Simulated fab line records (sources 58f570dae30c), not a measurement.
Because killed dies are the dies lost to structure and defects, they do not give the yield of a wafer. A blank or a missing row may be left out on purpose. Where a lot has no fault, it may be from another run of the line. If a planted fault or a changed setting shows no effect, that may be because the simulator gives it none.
A struck lot beside a sound one -- flow berkeleyCmos170 -- 14 steps out of a route of 331
Sound: these wafers, L862.2, L862.3, L862.4. Wafers struck: L866.1, L866.2, L866.5. The cause is named last.
Per side, at each step with rows, come the tool, then ch with its chambers, and then its first start. Under that, the readings that differ: sound wafers -- struck wafers -- difference of the means -- sigmas: that difference in standard deviations of wafers without a fault.
alike: readings with means less than 2 such deviations apart, plus words and numbers identical on both sides. not compared: withheld readings, readings lacking a value on some wafer, bounds such as >300 that could conceal the same value, and numbers that have no deviation in the record and whose values overlap.
Wherever a step has rows on one side only, a row that says differs or no value, or a row with sigmas, the two part there. Numbers that don't overlap but have no deviation are shown without sigmas and don't part them. Lack of a reading on every wafer of one side parts them only where that side has two or more wafers.

first, 2 steps without rows for these wafers: UCB170_PWELL_ANNEAL_04 (time 900 s); UCB170_PWELL_CVD_05 (deposits Si3N4 from SiH2Cl2/NH3, target thk 220 nm, time 3300 s).
UCB170_PWELL_THK_MEAS_06:
  sound: filmMetro-01 at day 5 13:35; struck: filmMetro-04 at day 6 10:16
reading,sound,struck,difference,sigmas
PWELL_NITRIDE_THK (nm),226.9 225.4 225.0,221.2 218.5 220.5,-5.7,-2
then, 6 steps without rows for these wafers: UCB170_PWELL_HMDS_07 (prime time 60 s); UCB170_PWELL_COAT_08 (resist thk 900 nm); UCB170_PWELL_SOFTBAKE_09 (time 60 s); UCB170_PWELL_EXPOSE_10 (exposes mask PWELL, target cd 3000 nm); UCB170_PWELL_PEB_11; UCB170_PWELL_DEVELOP_12 (develop time 45 s).
UCB170_PWELL_OVL_MEAS_13:
  sound: overlay-02 at day 5 15:41; struck: overlay-01 at day 6 11:29
  alike: PWELL_OVL
UCB170_PWELL_ETCH_14: etches Si3N4 in CH3F/Ar/O2, stops on SiO2, target depth 242 nm, time 151 s.
  sound on rieDiel-03 ch 0,1,3, day 5 15:43; struck on rieDiel-03 ch 1,3, day 6 11:32
  alike: drypumpMotorCurrentA, mfcArSccm, oesProductAu, throttleValvePct
  not compared: rfHoursCounterH
next, for these wafers, 1 step has no rows: UCB170_PWELL_IMPLANT_15.
UCB170_PWELL_STRIP_16: strips in O2.
  sound on plasmaAsher-02 ch 0,1, day 5 15:58; struck on plasmaAsher-04 ch 0,1, day 6 11:47
  no value came back on the struck wafers for chamberPressureMTorr (mTorr), drypumpMotorCurrentA (A), oesProductAu (a.u.), stripTimeToEndpointS (s); on the sound wafers chamberPressureMTorr (mTorr) reads 3506 3505 3503
reading,sound,struck,difference,sigmas
model.KrF_of_PWELL_COAT_08.thkNm (nm),0 0 0,722 729.5 724.3,+725,
  not compared: rfHoursCounterH
UCB170_PWELL_TW_MEAS_17:
  sound: filmMetro-04 at day 5 16:05; struck: filmMetro-03 at day 6 11:53
  alike: PWELL_TW

## WHERE THEY PART
Last at UCB170_PWELL_STRIP_16 as far as this record goes, first at UCB170_PWELL_THK_MEAS_06. Later steps at which nothing parts them and some readings are alike: UCB170_PWELL_TW_MEAS_17.

WHY: what the simulator had put in
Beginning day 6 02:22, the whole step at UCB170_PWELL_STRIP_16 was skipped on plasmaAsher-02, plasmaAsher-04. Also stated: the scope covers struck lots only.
